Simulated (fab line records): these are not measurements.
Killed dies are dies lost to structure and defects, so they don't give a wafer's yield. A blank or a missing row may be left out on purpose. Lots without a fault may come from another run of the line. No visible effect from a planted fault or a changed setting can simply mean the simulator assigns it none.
The tool behind it: which one?	flow berkeley_cmos170	14 lots (42 wafers sampled), 1 step of a 331-step route

== WHAT EACH GAUGE READ, for each wafer ==
The record holds no reading of a measuring or inspecting step that can be judged against a usual standard deviation.

== EACH LOT AND THE TOOL THAT RAN IT (in order: tool; ch and the chambers of the sampled wafers; start) ==
lot	UCB170_V1_PEB_10
L757	litho_track-03 ch 0, day 8 00:22
L754	litho_track-04 ch 0, day 8 00:34
L756	litho_track-03 ch 0, day 8 00:55
L755	litho_track-02 ch 0, day 8 02:43
L758	litho_track-03 ch 0, day 8 07:41
L759	litho_track-04 ch 0, day 8 07:55
L760	litho_track-02 ch 0, day 9 02:14
L762	litho_track-03 ch 0, day 9 06:26
L763	litho_track-03, day 9 06:44
L764	litho_track-03, day 9 21:29
L771	litho_track-03 ch 0, day 11 06:28
L773	litho_track-03 ch 0, day 12 00:28
L774	litho_track-03 ch 0, day 12 00:41
L776	litho_track-03 ch 0, day 12 08:02
- UCB170_V1_PEB_10

== AS READ BY THE TOOLS THEMSELVES (means over the sampled wafers that have a number; for cases with no such wafer, the mark the record gives instead) ==
UCB170_V1_PEB_10. Usual: chill_plate_temp_C 23.01 C, standard deviation 0.1; exhaust_pa 45.1 Pa, standard deviation 0.75.
lot	tool	chill_plate_temp_C (C)	exhaust_pa (Pa)	flag
L757	litho_track-03	23.01	45.8	
L754	litho_track-04	22.88	45.6	
L756	litho_track-03	22.93	45.1	
L755	litho_track-02	22.96	44.5	
L758	litho_track-03	22.96	45.6	
L759	litho_track-04	23.03	45.3	
L760	litho_track-02	23.14	44.6	
L762	litho_track-03	22.95	44.8	
L763	litho_track-03	-	-	OFF
L764	litho_track-03	-	-	OFF
L771	litho_track-03	22.94	45.0	
L773	litho_track-03	22.99	44.0	
L774	litho_track-03	22.98	45.3	
L776	litho_track-03	23.03	45.2	

== THE ANSWER, worked out from the rows above alone ==
Rule: a lot counts as off when the mean over its wafers that have a number is more than 3 standard deviations away from the usual mean. A lot without any number at a reading at which 4 lots or more have one is off too. Where the step has rows for the other lots, those lots are counted as sound. After the gauges, taken in route order, come the tools' own readings; for these a lot's mean is taken, as printed above. At the first step where some lot is off, the reading lying furthest off is the one used; lots without a number count as furthest.
Off: L763, L764 (UCB170_V1_PEB_10, chill_plate_temp_C). Without a number there: L763, L764.
A tool fits if, at that step or a process step before it, it ran every lot that is off, and no sound lot after the first of them. None of those tried fits.

== WHAT WAS PUT IN BY THE SIMULATOR ==
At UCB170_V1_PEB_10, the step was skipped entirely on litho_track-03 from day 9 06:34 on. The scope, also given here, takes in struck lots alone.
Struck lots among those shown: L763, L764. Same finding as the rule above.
